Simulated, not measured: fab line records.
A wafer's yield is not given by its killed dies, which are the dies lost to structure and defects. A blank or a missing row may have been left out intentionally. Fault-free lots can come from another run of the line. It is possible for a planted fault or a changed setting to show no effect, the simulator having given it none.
Matching of chambers | flow berkeleyCmos170 | UCB170_ACTIVE_ETCH_15 on rieDiel-04 has 4 sister chambers
The step etches Si3N4 in CH3F/Ar/O2, stops on SiO2, target depth 242 nm, time 151 s. 4 wafers are shown with their chamber, then 7 later ones without.

EACH WAFER AND ITS CHAMBER
wafer  | chamber | throttleValvePct (%)
L956.3 | 1       | 7.79
L957.4 | 0       | 7.86
L959.1 | 3       | 7.81
L959.4 | 2       | 8.26

WAFERS MISSING THEIR CHAMBER
wafer  | throttleValvePct (%)
L959.5 | 7.80
L968.3 | 8.27
L968.4 | 7.88
L968.5 | 8.25
L972.3 | 7.78
L972.4 | 8.25
L972.6 | 7.80

THE CHAMBER EACH PASSED THROUGH
wafer  | from the rows above     | in truth
L959.5 | can't be placed: 1 or 3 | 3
L968.3 | 2                       | 2
L968.4 | 0                       | 0
L968.5 | 2                       | 2
L972.3 | can't be placed: 1 or 3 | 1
L972.4 | 2                       | 2
L972.6 | can't be placed: 1 or 3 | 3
Placed correctly: 4 of 7. Can't be placed from these rows: 3 (the true chamber is among the candidates in 3). 0 placed wrongly.
How it was worked out, from the rows above alone: a wafer's distance from a chamber is the root of the sum, over the readings, of the square of ((its reading less the chamber's mean) divided by the reading's scatter). If the next closest chamber is less than 2 further off than the closest, the wafer can't be placed; otherwise it belongs to the closest. The mean given for a chamber averages the wafers shown for that chamber. The scatter: root of mean squared gap, hidden wafer to nearest shown wafer, with one shown wafer a chamber.
